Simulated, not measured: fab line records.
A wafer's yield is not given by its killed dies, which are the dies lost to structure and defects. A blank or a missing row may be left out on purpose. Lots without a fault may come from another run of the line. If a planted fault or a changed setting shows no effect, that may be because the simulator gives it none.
The tool behind it: which one? + flow rit_cmos + 6 lots, 18 wafers sampled, at 2 steps of a route of 202

WHAT THE GAUGES READ, wafer by wafer
RIT_PLDD_OVL_MEAS_06.
| lot  | measured    | on         | PLDD_OVL (nm)  |
|------|-------------|------------|----------------|
| L113 | day 3 05:52 | overlay-02 | -0.4 0.3 -0.4  |
| L115 | day 3 11:53 | overlay-01 | -1.8 0.5 0.0   |
| L119 | day 4 06:49 | overlay-02 | 0.1 1.8 0.2    |
| L121 | day 4 17:37 | overlay-02 | 0.1 0.4 1.0    |
| L124 | day 5 12:28 | overlay-02 | 3.4 4.9 4.1    |
| L132 | day 7 04:07 | overlay-01 | -2.1 -2.0 -1.3 |

EACH LOT AND THE TOOL THAT RAN IT (in order: tool; ch and the chambers of the sampled wafers; start)
| lot  | RIT_PLDD_EXPOSE_03                 |
|------|------------------------------------|
| L113 | iline_stepper-02 ch 0, day 3 05:16 |
| L115 | iline_stepper-02 ch 0, day 3 11:29 |
| L119 | iline_stepper-01 ch 0, day 4 06:27 |
| L121 | iline_stepper-01 ch 0, day 4 17:14 |
| L124 | iline_stepper-01 ch 0, day 5 12:04 |
| L132 | iline_stepper-02 ch 0, day 7 03:43 |
- RIT_PLDD_EXPOSE_03: exposes mask M8, target cd 40900 nm.

THE ANSWER, worked out from the rows above alone
Rule: usual is defined by the lots themselves. The widest of any qualifying gaps counts: lots, ordered by their means at a reading, are off when they make up no more than a third of the lots, leave a main group of 4 or more, and stand apart from it by 3 or more times the standard deviation of that group's means. The tables above print the reading to a certain number of digits; a main group whose means all agree to those digits is not used. Also off: a lot with no number at a reading for which 4 or more lots have one. The other lots that the step has rows for count as sound.
Off: L124, at RIT_PLDD_OVL_MEAS_06 (PLDD_OVL). Main group: mean -0.2 nm, sd 0.88.
A tool fits if, at a process step before that reading, it ran every lot that is off, and no sound lot after the first of them. The gauges at RIT_PLDD_OVL_MEAS_06 are tried like those tools. This does not decide it: 2 tools fit, namely iline_stepper-01 at RIT_PLDD_EXPOSE_03 and overlay-02 at RIT_PLDD_OVL_MEAS_06.

WHAT THE SIMULATOR HAD PUT IN
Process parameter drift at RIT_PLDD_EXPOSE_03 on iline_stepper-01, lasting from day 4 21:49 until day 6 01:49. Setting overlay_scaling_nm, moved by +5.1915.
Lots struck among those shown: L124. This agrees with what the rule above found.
